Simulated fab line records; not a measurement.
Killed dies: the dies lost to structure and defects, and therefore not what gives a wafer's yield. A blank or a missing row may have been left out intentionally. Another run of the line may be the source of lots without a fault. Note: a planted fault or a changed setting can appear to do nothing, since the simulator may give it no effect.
Comparing a struck lot with a sound one | flow berkeleyCmos170 | 44 out of 331 route steps
Sound: these wafers, L998.1, L998.2, L998.5. Wafers struck: L101.2, L101.3, L101.6. The cause comes at the end.
Order at every step that has rows: each side's tool, ch and its chambers, its first start. Under that, the readings that differ: sound wafers | struck wafers | difference of the means | sigmas: that difference in standard deviations of wafers without a fault.
alike: readings with means less than 2 such deviations apart, plus words and numbers identical on both sides. not compared: withheld readings, readings lacking a value on some wafer, bounds such as >300 that could conceal the same value, and numbers that have no deviation in the record and whose values overlap.
The two part at a step that has a row with sigmas, a row that says differs or no value, or rows on one side only. Numbers that don't overlap but have no deviation are shown without sigmas and don't part them. A reading that every wafer of one side lacks parts them only if that side has two wafers or more.

first, 3 steps without rows for these wafers: UCB170_PVT_EXPOSE_03 (exposes mask NWELL, target cd 3000 nm); UCB170_PVT_PEB_04; UCB170_PVT_DEVELOP_05 (develop time 45 s).
UCB170_PVT_OVL_MEAS_06:
  sound on overlay-01 at day 5 22:41; struck on overlay-02 at day 6 16:30
  alike: PVT_OVL
next, for these wafers, 1 step has no rows: UCB170_PVT_IMPLANT_07.
UCB170_PVT_STRIP_08: strips in O2.
  sound on plasmaAsher-01 ch 0,1, day 5 22:52; struck on plasmaAsher-03 ch 0,1, day 6 16:41
reading                  | sound       | struck      | difference | sigmas
drypumpMotorCurrentA (A) | 5.7 5.0 5.7 | 5.8 6.4 6.3 | +0.7       | +2
  alike: oesProductAu, stripTimeToEndpointS
  not compared: rfHoursCounterH
UCB170_PVT_TW_MEAS_09:
  sound on filmMetro-04 at day 5 22:58; struck on filmMetro-04 at day 6 16:47
  alike: PVT_TW
then, 1 step without rows for these wafers: UCB170_GATE_WET_ETCH_00 (etches SiO2 in dHF, time 200 s).
UCB170_FIELD_THK_MEAS_91:
  sound on filmMetro-03 at day 5 23:06; struck on filmMetro-03 at day 6 16:55
reading                     | sound       | struck      | difference | sigmas
FIELD_OXIDE_LEFT_2_THK (nm) | 342 332 336 | 363 359 367 | +26        | +2
then, 1 step without rows for these wafers: UCB170_GATE_OXIDATION_01 (target thk 6.6 nm, ox time 1800 s).
UCB170_GATE_THK_MEAS_02:
  sound on filmMetro-03 at day 6 02:28; struck on filmMetro-04 at day 6 18:32
  alike: GATE_OXIDE_THK
then, 1 step without rows for these wafers: UCB170_GATE_ANNEAL_03 (time 1800 s).
UCB170_GATE_CVD_04: deposits poly-Si from SiH4, time 1440 s, target thk 214 nm.
  sound on lpcvd-01 ch 1, day 6 05:50; struck on lpcvd-01 ch 1, day 7 00:41
reading                                 | sound             | struck            | difference | sigmas
pressureMtorr (mTorr)                   | 374.6 376.3 374.8 | 299.3 299.0 299.9 | -75.8      | -99 or more
model.poly-Si_of_GATE_CVD_04.thkNm (nm) | 216.1 215.8 215.9 | 192.4 192 191.5   | -24.0      | 
UCB170_GATE_THK_MEAS_05:
  sound on filmMetro-01 at day 6 07:14; struck on filmMetro-04 at day 7 02:10
reading            | sound             | struck            | difference | sigmas
GATE_POLY_THK (nm) | 216.0 215.9 215.8 | 192.5 191.9 191.6 | -23.9      | -11
then, 4 steps without rows for these wafers: UCB170_GATE_COAT_06; UCB170_GATE_COAT_07 (resist thk 900 nm); UCB170_GATE_SOFTBAKE_08 (time 60 s); UCB170_GATE_EXPOSE_09 (exposes mask POLY, target cd 350 nm).
UCB170_GATE_PEB_10:
  sound on lithoTrack-03 ch 0; struck on lithoTrack-03 ch 0, day 7 02:59
  alike: plateSensorTCentreC, plateSensorTEdgeC
then, 1 step without rows for these wafers: UCB170_GATE_DEVELOP_11 (develop time 45 s).
UCB170_GATE_CD_MEAS_12: target cd 350 nm.
  sound on cdSem-01 at day 6 09:38; struck on cdSem-01 at day 7 03:15
reading   | sound             | struck            | difference | sigmas
cdNm (nm) | 348.9 348.0 348.1 | 350.8 352.0 349.9 | +2.6       | +2
UCB170_GATE_OVL_MEAS_13:
  sound on overlay-01 at day 6 09:46; struck on overlay-01 at day 7 03:22
  alike: GATE_OVL
UCB170_GATE_ETCH_14: etches BARC in N2/H2.
  sound on rieDiel-03 ch 0,1,2, day 6 09:48; struck on rieDiel-02 ch 1,2,3, day 7 03:23
  alike: biasW, drypumpMotorCurrentA, h2FlowSccm, oesProductAu, rfFwdPowerW, throttleValvePct
UCB170_GATE_ETCH_15: etches poly-Si in HBr/Cl2, stops on SiO2, time 56.3 s, target depth 278.2 nm.
  sound on rieSi-02 ch 0,1,3, day 6 09:50; struck on rieSi-01 ch 0,2, day 7 03:26
reading                        | sound             | struck            | difference | sigmas
oesProductAu (a.u.)            | 0.821 0.820 0.838 | 0.766 0.793 0.788 | -0.044     | -3
rfFwdPowerW (W)                | 295.3 295.7 296.2 | 297.4 299.1 300.1 | +3.1       | +2
model.GATE.featureDepthNm (nm) | 216.1 215.9 215.9 | 192.4 192 191.6   | -24.0      | 
model.etch.depthNm (nm)        | 216.1 215.8 215.9 | 192.4 192 191.5   | -24.0      | 
  alike: HBr_flow_sccm, biasW, drypumpMotorCurrentA, throttleValvePct
  not compared: rfHoursCounterH
UCB170_GATE_STRIP_16: strips in O2.
  sound on plasmaAsher-02 ch 0,1, day 6 09:53; struck on plasmaAsher-03 ch 0, day 7 03:29
reading                  | sound          | struck         | difference | sigmas
drypumpMotorCurrentA (A) | 5.78 5.51 5.53 | 6.32 6.36 6.37 | +0.74      | +3
  alike: oesProductAu
  not compared: rfHoursCounterH
UCB170_GATE_CD_MEAS_90: target cd 350 nm.
  sound on cdSem-01 at day 6 09:59; struck on cdSem-01 at day 7 03:36
  alike: cdNm
then, 7 steps without rows for these wafers: UCB170_GATE_CLEAN_17 (cleans in SPM, time 600 s); UCB170_PLDD_HMDS_00 (prime time 60 s); UCB170_PLDD_COAT_01 (resist thk 900 nm); UCB170_PLDD_SOFTBAKE_02 (time 60 s); UCB170_PLDD_EXPOSE_03 (exposes mask PSELECT, target cd 1200 nm); UCB170_PLDD_PEB_04; UCB170_PLDD_DEVELOP_05 (develop time 45 s).
UCB170_PLDD_CD_MEAS_06: target cd 1200 nm.
  sound on cdSem-02 at day 6 12:50; struck on cdSem-01 at day 7 04:58
  alike: cdNm
UCB170_PLDD_OVL_MEAS_07:
  sound on overlay-02 at day 6 12:57; struck on overlay-01 at day 7 05:04
  alike: PLDD_OVL
then, 2 steps without rows for these wafers: UCB170_PLDD_IMPLANT_08; UCB170_PLDD_IMPLANT_09.
UCB170_PLDD_STRIP_10: strips in O2.
  sound on plasmaAsher-03 ch 0,1, day 6 13:17; struck on plasmaAsher-01 ch 0,1, day 7 05:24
  alike: drypumpMotorCurrentA, oesProductAu, stripTimeToEndpointS
  not compared: rfHoursCounterH
UCB170_PLDD_TW_MEAS_11:
  sound on filmMetro-02 at day 6 13:23; struck on filmMetro-01 at day 7 05:31
reading | sound          | struck        | difference | sigmas
PLDD_TW | 1025 1024 1022 | 995 1001 1000 | -25        | -3
then, 3 steps without rows for these wafers: UCB170_PLDD_CLEAN_12 (cleans in SPM, time 600 s); UCB170_NLDD_HMDS_00 (prime time 60 s); UCB170_NLDD_COAT_01 (resist thk 900 nm).
UCB170_SILICIDE_PRE_CLEAN_00: preclean etch time 60 s.
  sound on pvdSputter-03 at day 7 02:19; struck on pvdSputter-03 at day 7 18:41
reading                                 | sound           | struck            | difference | sigmas
model.poly-Si_of_GATE_CVD_04.thkNm (nm) | 209.3 209 209.1 | 185.5 185.1 184.7 | -24.0      | 
UCB170_M3_PROBE_99:
  rows exist in the record for the sound wafers here (prober-01, day 8 01:59), none for the struck ones

## WHERE THEY PART
Earliest at UCB170_PVT_STRIP_08; latest, in this record, at UCB170_M3_PROBE_99.

WHY: whatever the simulator had introduced
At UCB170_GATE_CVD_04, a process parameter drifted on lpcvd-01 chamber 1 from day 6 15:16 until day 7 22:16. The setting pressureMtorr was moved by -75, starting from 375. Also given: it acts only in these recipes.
